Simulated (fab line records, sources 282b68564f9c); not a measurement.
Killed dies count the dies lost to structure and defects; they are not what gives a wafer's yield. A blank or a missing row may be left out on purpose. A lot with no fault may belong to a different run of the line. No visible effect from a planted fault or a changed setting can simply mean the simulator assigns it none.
Struck lot and sound lot, side by side | flow rit cmos | 17 out of 202 route steps
Sound: the wafers L217.1, L217.3, L217.5. Struck: wafers L233.3, L233.5, L233.6. Last of all comes the cause.
Each step with rows lists, per side, the tool, then ch with its chambers, then its first start. Under that, the readings that differ: sound wafers | struck wafers | difference of the means | sigmas: that difference in standard deviations of wafers without a fault.
alike: words and numbers the same on both sides, and readings whose means are apart by under 2 such deviations; not compared: readings that were withheld, readings missing a value for some wafer, numbers with overlapping values and no deviation given by the record, and bounds like >300 which may hide the same value.
A row with sigmas, a row that says differs or no value, or rows on one side alone: a step with any of these is where the two part. Numbers that don't overlap but have no deviation are shown without sigmas and don't part them. A reading missing from all wafers of one side parts the sides only when that side holds two or more wafers.

RIT_PWELL_TW_MEAS_10:
  sound: film metro-02 at day 3 04:43; struck: film metro-02 at day 6 17:30
  alike: PWELL_TW
then, 1 step without rows for these wafers: RIT_WELLDRIVE_ANNEAL_00 (time 14700 s).
RIT_WELLDRIVE_RS_MEAS_01: measures by four-point-probe.
  sound: film metro-02 at day 3 09:52; struck: film metro-02 at day 6 22:40
  alike: NWELL_RS
RIT_WELLDRIVE_RS_MEAS_02: measures by four-point-probe.
  sound: film metro-02 at day 3 09:59; struck: film metro-02 at day 6 22:47
  alike: PWELL_RS
then, 6 steps without rows for these wafers: RIT_NRETRO_HMDS_00 (prime time 60 s); RIT_NRETRO_COAT_01 (resist thk 1300 nm); RIT_NRETRO_SOFTBAKE_02 (time 60 s); RIT_NRETRO_EXPOSE_03 (exposes mask M4, target cd 43900 nm); RIT_NRETRO_PEB_04; RIT_NRETRO_DEVELOP_05 (develop time 68 s).
RIT_NRETRO_OVL_MEAS_06:
  sound: overlay-02 at day 3 11:04; struck: overlay-02 at day 6 23:53
  alike: NRETRO_OVL
then, 1 step without rows for these wafers: RIT_NRETRO_HARDBAKE_07 (time 120 s).
RIT_NRETRO_IMPLANT_08:
  sound on implanter-04 ch 0, day 3 11:22; struck on implanter-04 ch 0, day 7 00:13
  reading            | sound                         | struck                           | difference  | sigmas
  dose ions cm2      | 9.992e+12 9.995e+12 9.997e+12 | 1.0001e+14 9.9983e+13 1.0001e+14 | +9.0006e+13 | +99 or more
  faraday current uA | 32.6 32.1 32.2                | 317.8 318.8 315.2                | +285.0      | +99 or more
RIT_NRETRO_STRIP_09: strips in O2, time 180 s.
  sound on plasma asher-01 ch 0,1, day 3 11:31; struck on plasma asher-04 ch 0,1, day 7 00:22
  alike: chamber pressure mTorr, drypump motor current A
  not compared: rf hours counter h
RIT_NRETRO_TW_MEAS_10:
  sound: film metro-02 at day 3 11:41; struck: film metro-02 at day 7 00:30
  reading   | sound          | struck         | difference | sigmas
  NRETRO_TW | 1049 1042 1045 | 2182 2185 2173 | +1135      | +99 or more
then, 1 step without rows for these wafers: RIT_PRETRO_HMDS_00 (prime time 60 s).
RIT_M1_PROBE_99:
  rows exist in the record for the struck wafers here (prober-01, day 8 10:26), but not for the sound ones

WHERE THEY PART
At RIT_NRETRO_IMPLANT_08 first; at RIT_M1_PROBE_99 last (within this record only).

WHY: whatever the simulator had introduced
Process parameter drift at RIT_NRETRO_IMPLANT_08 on implanter-04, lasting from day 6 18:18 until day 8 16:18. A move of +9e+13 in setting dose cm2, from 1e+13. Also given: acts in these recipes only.
